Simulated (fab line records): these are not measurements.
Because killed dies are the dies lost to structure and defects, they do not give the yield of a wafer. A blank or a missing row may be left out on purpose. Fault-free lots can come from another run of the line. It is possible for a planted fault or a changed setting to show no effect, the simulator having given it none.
Problem report, 8D (eight disciplines) form, completed by code || flow berkeleyCmos170 || the parts of the form that need people (team, actions taken, sign-off) are left out

== 1. THE ISSUE ==
At UCB170_NSD_CD_MEAS_06, cdNm averages 1188.1 nm over 6 wafers from 2 lots, while fault-free wafers read 1199.8 nm, standard deviation 1.4. That puts it -8.4 standard deviations away from the usual mean.
The step: target cd 1200 nm.
Seen first at day 9 01:11 on cdSem-01, wafer L502.2. The record has a number at this step for 42 wafers belonging to 14 lots. The rule behind "out" and "out of limits": a value lying over 4 standard deviations away from the usual mean. All remaining wafers that have a number are taken as sound.

== 2. WHAT IT IS; WHAT IT IS NOT ==
{"question": "which readings at this step", "is": "cdNm", "is not": "-"}
{"question": "which lots", "is": "L500, L502", "is not": "L489, L490, L491, L492, L493, L494, L503, L506, L508, L509, L510, L512"}
{"question": "which wafers of those lots", "is": "all that have a number", "is not": "-"}
{"question": "read on which gauges", "is": "cdSem-01, cdSem-02", "is not": "-"}
{"question": "when", "is": "from day 9 01:11", "is not": "up to then (18 sound wafers); but 18 sound wafers of L503, L506, L508, L509, L510, L512 came after"}

== 3. THE SUSPECTS, EACH WITH WHAT RULES IT OUT ==
Counting: a tool stays on the suspect list if, at a process step up to the reading, it processed all lots that are out and no sound lot following the first of them.
- ruled out: the gauge at UCB170_NSD_CD_MEAS_06. The wafers that are out were read on 2 gauges (cdSem-01, cdSem-02).
- lithoTrack-01 at UCB170_NSD_PEB_04: kept. It ran every lot that is out, first L502 (day 9 00:55), and no sound lot after that; its last sound lot up to then is L490 (day 6 08:26). Its own readings are out on those wafers: heaterPowerTotalW.
The count leaves lithoTrack-01 at UCB170_NSD_PEB_04.

== 4. THE CAUSE (what the simulator had put in) ==
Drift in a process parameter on lithoTrack-01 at UCB170_NSD_PEB_04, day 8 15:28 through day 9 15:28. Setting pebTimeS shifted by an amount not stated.
Counting left only this tool.

== 5. SEQUENCE OF EFFECTS, ordered by route ==
One row per reading whose mean, taken over the struck wafers that have a number, lies over 3 standard deviations from the usual. Scope: only readings with a usual standard deviation given in the record; hours: median across lots of the time from each lot's start at the first step in this table that gives one to its start at this step; sigmas: change in usual standard deviations.
{"hours": 0, "step": "UCB170_NSD_PEB_04", "reading": "heaterPowerTotalW", "usual": "56.80 W", "on struck wafers": 60.26, "change": "+3.46", "sigmas": "+71"}
{"hours": 0, "step": "UCB170_NSD_CD_MEAS_06", "reading": "cdNm", "usual": "1199.8 nm", "on struck wafers": 1188.1, "change": -11.7, "sigmas": -8.4}
Its process steps:
- UCB170_NSD_PEB_04
Readings that are blank on the struck wafers while sound wafers have them: plateTempC at UCB170_NSD_PEB_04.

== 6. HOW IT WOULD HAVE BEEN CAUGHT EARLIER ==
In this record the first reading out of limits at a measuring or inspecting step was taken at day 9 01:11, 10 hours after the fault began at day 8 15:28.
Tool's own readings at UCB170_NSD_PEB_04, heaterPowerTotalW: out on all struck wafers the step has rows for; an alarm limit on them would have tripped on the first.
By day 9 01:11, every lot that is out (2) had started UCB170_NSD_PEB_04 on lithoTrack-01. Tool hold at that time: it would have spared none of them.
